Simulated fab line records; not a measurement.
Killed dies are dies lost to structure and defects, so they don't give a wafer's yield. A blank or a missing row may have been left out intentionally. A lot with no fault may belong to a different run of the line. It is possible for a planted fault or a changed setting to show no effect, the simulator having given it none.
Check of tool commonality :: flow rit_cmos :: 14 lots, 42 wafers sampled

## REASON IT WAS OPENED
2 of 14 lots carry a flag on the reading PWELL_RS at RIT_WELLDRIVE_RS_MEAS_02. Fault-free wafers read 429.5 ohm/sq, with a standard deviation of 1.2.
Rule: a lot gets a flag if all its wafers with a number sit over 4 standard deviations from that mean, or if no wafer of it has a number. All remaining lots are regarded as sound.

lot: L639
measured: day 2 09:39
on: film_metro-03
PWELL_RS (ohm/sq), wafer by wafer: 429.1 428.7 429.3
flag: 

lot: L640
measured: day 2 14:01
on: film_metro-03
PWELL_RS (ohm/sq), wafer by wafer: 428.3 429.9 430.5
flag: 

lot: L641
measured: day 2 19:31
on: film_metro-01
PWELL_RS (ohm/sq), wafer by wafer: 427.9 428.7 427.7
flag: 

lot: L642
measured: day 3 00:38
on: film_metro-03
PWELL_RS (ohm/sq), wafer by wafer: 430.2 430.1 429.4
flag: 

lot: L644
measured: day 3 10:47
on: film_metro-03
PWELL_RS (ohm/sq), wafer by wafer: 428.8 429.1 429.9
flag: 

lot: L645
measured: day 3 14:50
on: film_metro-01
PWELL_RS (ohm/sq), wafer by wafer: 431.1 432.3 430.0
flag: 

lot: L646
measured: day 3 21:39
on: film_metro-02
PWELL_RS (ohm/sq), wafer by wafer: 430.2 429.0 430.0
flag: 

lot: L649
measured: day 4 12:07
on: film_metro-01
PWELL_RS (ohm/sq), wafer by wafer: 428.4 427.5 427.1
flag: 

lot: L650
measured: day 4 15:48
on: film_metro-02
PWELL_RS (ohm/sq), wafer by wafer: 427.7 427.5 427.5
flag: 

lot: L655
measured: day 5 17:42
on: film_metro-01
PWELL_RS (ohm/sq), wafer by wafer: 430.1 429.6 428.8
flag: 

lot: L656
measured: day 5 22:13
on: film_metro-03
PWELL_RS (ohm/sq), wafer by wafer: 403.7 404.7 403.7
flag: FLAGGED

lot: L657
measured: day 6 04:32
on: film_metro-03
PWELL_RS (ohm/sq), wafer by wafer: 405.3 405.6 404.9
flag: FLAGGED

lot: L660
measured: day 6 19:49
on: film_metro-02
PWELL_RS (ohm/sq), wafer by wafer: 429.0 429.8 430.5
flag: 

lot: L661
measured: day 7 01:59
on: film_metro-02
PWELL_RS (ohm/sq), wafer by wafer: 428.9 427.9 428.8
flag: 
The mean of the flagged lots' numbers is 404.6 ohm/sq, -24.9 ohm/sq from the usual (-21 standard deviations).

## WHICH TOOL RAN EACH LOT
The record keeps 1 process step preceding the reading, out of 202 steps on the route. Read each cell as the tool, then ch plus the chambers that the sampled wafers visited, then the start.
lot: L639
flag: 
RIT_PWELL_IMPLANT_08: implanter-01 ch 0, day 2 04:04

lot: L640
flag: 
RIT_PWELL_IMPLANT_08: implanter-03 ch 0, day 2 08:26

lot: L641
flag: 
RIT_PWELL_IMPLANT_08: implanter-01 ch 0, day 2 13:47

lot: L642
flag: 
RIT_PWELL_IMPLANT_08: implanter-01 ch 0, day 2 18:17

lot: L644
flag: 
RIT_PWELL_IMPLANT_08: implanter-01 ch 0, day 3 04:28

lot: L645
flag: 
RIT_PWELL_IMPLANT_08: implanter-04 ch 0, day 3 09:14

lot: L646
flag: 
RIT_PWELL_IMPLANT_08: implanter-03 ch 0, day 3 15:41

lot: L649
flag: 
RIT_PWELL_IMPLANT_08: implanter-04 ch 0, day 4 06:32

lot: L650
flag: 
RIT_PWELL_IMPLANT_08: implanter-01 ch 0, day 4 10:13

lot: L655
flag: 
RIT_PWELL_IMPLANT_08: implanter-03 ch 0, day 5 12:07

lot: L656
flag: FLAGGED
RIT_PWELL_IMPLANT_08: implanter-03 ch 0, day 5 16:08

lot: L657
flag: FLAGGED
RIT_PWELL_IMPLANT_08: implanter-03 ch 0, day 5 22:57

lot: L660
flag: 
RIT_PWELL_IMPLANT_08: implanter-04 ch 0, day 6 14:14

lot: L661
flag: 
RIT_PWELL_IMPLANT_08: implanter-01 ch 0, day 6 20:23
What the steps here do:
- RIT_PWELL_IMPLANT_08
- RIT_WELLDRIVE_RS_MEAS_02: measures by four-point-probe.

## FLAGGED OVER TOTAL, TOOL BY TOOL (the gauges that took the reading come last)
step: RIT_PWELL_IMPLANT_08
tool: implanter-01
lots run: 6
flagged: 0
share of the flagged lots: none
sound lots run after its first flagged lot: -

step: RIT_PWELL_IMPLANT_08
tool: implanter-03
lots run: 5
flagged: 2
share of the flagged lots: all
sound lots run after its first flagged lot: 0

step: RIT_PWELL_IMPLANT_08
tool: implanter-04
lots run: 3
flagged: 0
share of the flagged lots: none
sound lots run after its first flagged lot: -

step: RIT_WELLDRIVE_RS_MEAS_02
tool: film_metro-01
lots run: 4
flagged: 0
share of the flagged lots: none
sound lots run after its first flagged lot: -

step: RIT_WELLDRIVE_RS_MEAS_02
tool: film_metro-02
lots run: 4
flagged: 0
share of the flagged lots: none
sound lots run after its first flagged lot: -

step: RIT_WELLDRIVE_RS_MEAS_02
tool: film_metro-03
lots run: 6
flagged: 2
share of the flagged lots: all
sound lots run after its first flagged lot: 0

## THE TABLE: WHAT IT ALLOWS
Table rows that saw every flagged lot: 2, namely implanter-03 at RIT_PWELL_IMPLANT_08 and film_metro-03 at RIT_WELLDRIVE_RS_MEAS_02.
- implanter-03 at RIT_PWELL_IMPLANT_08 ran 5 lots, 2 of them flagged. Its last sound lot is L655 (day 5 12:07), its first flagged lot L656 (day 5 16:08): a fault that began between those two fits. Its own readings lie more than 4 standard deviations out on every wafer of the flagged lots: dose_ions_cm2.
- film_metro-03 at RIT_WELLDRIVE_RS_MEAS_02 ran 6 lots, 2 of them flagged. Its last sound lot is L644 (day 3 10:47), its first flagged lot L656 (day 5 22:13): a fault that began between those two fits.
These 2 tools cannot be told apart by counting lots, since each of them fits a fault that started at some hour. More lots, or a look at what each step does to the wafer, might.

## WHAT WAS PUT IN BY THE SIMULATOR
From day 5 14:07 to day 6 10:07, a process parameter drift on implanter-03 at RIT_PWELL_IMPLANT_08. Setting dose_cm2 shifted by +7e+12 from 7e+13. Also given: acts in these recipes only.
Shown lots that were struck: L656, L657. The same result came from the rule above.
